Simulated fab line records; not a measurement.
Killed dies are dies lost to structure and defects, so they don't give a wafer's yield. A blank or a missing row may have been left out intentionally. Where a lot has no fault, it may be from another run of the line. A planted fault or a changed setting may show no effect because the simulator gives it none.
Chamber matching || flow rit cmos || RIT_CONTACT_CVD_00 on pecvd-02: 3 sister chambers
The step deposits SiO2 from TEOS, target thk 400 nm, time 61 s. 6 wafers are shown with their chamber, then 7 later ones without.

## WAFERS PAIRED WITH THEIR CHAMBERS
{"wafer": "L789.4", "chamber": 0, "heater power w (W)": 261}
{"wafer": "L792.2", "chamber": 2, "heater power w (W)": 407}
{"wafer": "L792.3", "chamber": 0, "heater power w (W)": 252}
{"wafer": "L792.6", "chamber": 2, "heater power w (W)": 420}
{"wafer": "L796.1", "chamber": 1, "heater power w (W)": 315}
{"wafer": "L796.5", "chamber": 1, "heater power w (W)": 226}

## WAFERS WITHOUT THEIR CHAMBER
{"wafer": "L796.6", "heater power w (W)": 418}
{"wafer": "L801.3", "heater power w (W)": 285}
{"wafer": "L801.4", "heater power w (W)": 335}
{"wafer": "L801.5", "heater power w (W)": 294}
{"wafer": "L803.1", "heater power w (W)": 423}
{"wafer": "L803.2", "heater power w (W)": 293}
{"wafer": "L803.6", "heater power w (W)": 299}

## THE CHAMBER EACH PASSED THROUGH
{"wafer": "L796.6", "from the rows above": 2, "in truth": 2}
{"wafer": "L801.3", "from the rows above": "can't be placed: 1 or 0", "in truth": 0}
{"wafer": "L801.4", "from the rows above": "can't be placed: 1 or 0 or 2", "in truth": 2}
{"wafer": "L801.5", "from the rows above": "can't be placed: 1 or 0", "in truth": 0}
{"wafer": "L803.1", "from the rows above": 2, "in truth": 2}
{"wafer": "L803.2", "from the rows above": "can't be placed: 1 or 0", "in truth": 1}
{"wafer": "L803.6", "from the rows above": "can't be placed: 1 or 0", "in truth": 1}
Correctly placed: 2 of 7. Unplaceable from these rows: 5, with the true chamber sitting among the candidates in 5. Number placed wrongly: 0.
How it was worked out, from the rows above alone: a wafer's distance from a chamber is the root of the sum, over the readings, of the square of ((its reading less the chamber's mean) divided by the reading's scatter). If the next closest chamber is less than 2 further off than the closest, the wafer can't be placed; otherwise it belongs to the closest. For every chamber, the mean is computed from those of its wafers that are shown. The scatter: take each reading less its chamber's mean, square it, sum over the shown wafers, divide by the number of wafers less the number of chambers, and take the root.
